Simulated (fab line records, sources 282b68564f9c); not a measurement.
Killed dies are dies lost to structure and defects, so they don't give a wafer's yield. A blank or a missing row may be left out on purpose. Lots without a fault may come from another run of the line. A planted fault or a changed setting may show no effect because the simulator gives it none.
One fault seen from 2 desks | flow rit_cmos | each desk has only its own numbers; what lay behind them comes last

THE TOOL OWNER'S DESK: lpcvd-01
The tool's own readings at RIT_GATE_CVD_08 (deposits poly-Si from SiH4, target thk 250 nm, time 2220 s): means of the sampled wafers that have a number, for each lot that ran on this tool. A lot is out of limits, marked OUT, if its mean lies more than 4 standard deviations from the usual mean; the brackets give that distance.
Columns: A = spike_tc_centre_C at RIT_GATE_CVD_08, usual 611.9 C; B = spike_tc_load_C at RIT_GATE_CVD_08, usual 632.5 C; C = spike_tc_source_C at RIT_GATE_CVD_08, usual 631.1 C; D = susceptor_temp_C at RIT_GATE_CVD_08, usual 609.97 C
lot  | first seen here | A               | B                | C                | D
L179 | day 2 19:16     | 612.0           | 629.9            | 630.5            | 609.97
L182 | day 3 03:04     | 613.1           | 630.1            | 632.9            | 609.92
L183 | day 3 07:04     | 610.5           | 631.5            | 630.9            | 610.08
L185 | day 3 17:05     | 611.2           | 631.6            | 631.4            | 609.90
L187 | day 4 02:27     | 611.2           | 629.9            | 631.3            | 610.19
L189 | day 4 11:40     | 612.3           | 630.7            | 630.5            | 610.21
L192 | day 5 02:22     | 628.3 (+12) OUT | 646.3 (+5.7) OUT | 646.4 (+6.1) OUT | 625.01 (+65) OUT
L194 | day 5 12:05     | 628.2 (+12) OUT | 645.3 (+5.3) OUT | 646.1 (+6.0) OUT | 624.85 (+65) OUT
This desk's finding: out of limits on L192, L194; first on L192, day 5 02:22 (spike_tc_centre_C at RIT_GATE_CVD_08). In limits: L179, L182, L183, L185, L187, L189.

THE METROLOGY DESK
What the gauges read, lot by lot, whatever tool the lot ran on: means of the sampled wafers that have a number. A lot is out of limits, marked OUT, if its mean lies more than 4 standard deviations from the usual mean; the brackets give that distance.
Columns: A = ACTIVE_NITRIDE_THK at RIT_ACTIVE_THK_MEAS_04, usual 150.1 nm; B = GATE_POLY_THK at RIT_GATE_THK_MEAS_09, usual 249.7 nm; C = GATE_OVL at RIT_GATE_OVL_MEAS_17, usual -0.7 nm; D = NSD_OVL at RIT_NSD_OVL_MEAS_06, usual -0.7 nm
lot  | first seen here | A     | B               | C    | D
L179 | day 1 13:32     | 151.3 | 250.9           | -0.7 | 0.6
L182 | day 2 05:37     | 148.9 | 247.5           | -1.2 | -2.3
L183 | day 2 11:10     | 151.5 | 250.6           | 0.1  | 1.0
L184 | day 2 15:16     | 149.7 | 252.2           | -0.5 | -1.0
L185 | day 2 19:32     | 150.2 | 252.5           | -0.6 | -0.5
L186 | day 3 00:32     | 150.0 | 245.9           | 0.3  | -1.0
L187 | day 3 05:52     | 148.9 | 252.1           | 0.0  | -0.6
L188 | day 3 10:32     | 150.5 | 247.9           | -1.4 | 0.8
L189 | day 3 15:52     | 149.3 | 250.3           | -0.5 | -0.3
L192 | day 4 06:32     | 149.8 | 356.9 (+51) OUT | 0.6  | -
L193 | day 4 11:32     | 149.8 | 252.7           | -1.5 | -0.7
L194 | day 4 16:33     | 151.1 | 354.6 (+50) OUT | -1.2 | -
L200 | day 5 22:32     | 151.6 | 250.8           | -0.9 | -2.5
L201 | day 6 03:32     | 148.5 | 249.1           | -2.0 | -1.7
This desk's finding: out of limits on L192, L194; first on L192, day 5 03:59 (GATE_POLY_THK at RIT_GATE_THK_MEAS_09). In limits: L179, L182, L183, L184, L185, L186, L187, L188, L189, L193, L200, L201.

PUT TOGETHER
The tool owner's desk could have raised an alarm at day 5 02:22, on L192, L194.
The metrology desk could have raised an alarm at day 5 03:59, on L192, L194.
Of the lots named, all ran RIT_GATE_CVD_08 on lpcvd-01.

WHAT THE SIMULATOR HAD PUT IN
Process parameter drift: lpcvd-01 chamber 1, from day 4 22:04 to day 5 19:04, at RIT_GATE_CVD_08. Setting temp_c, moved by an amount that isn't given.
Lots struck among those shown: L192, L194.
Hours from the fault's start to each desk's first reading out of limits: the tool owner's desk, 4; the metrology desk, 6.
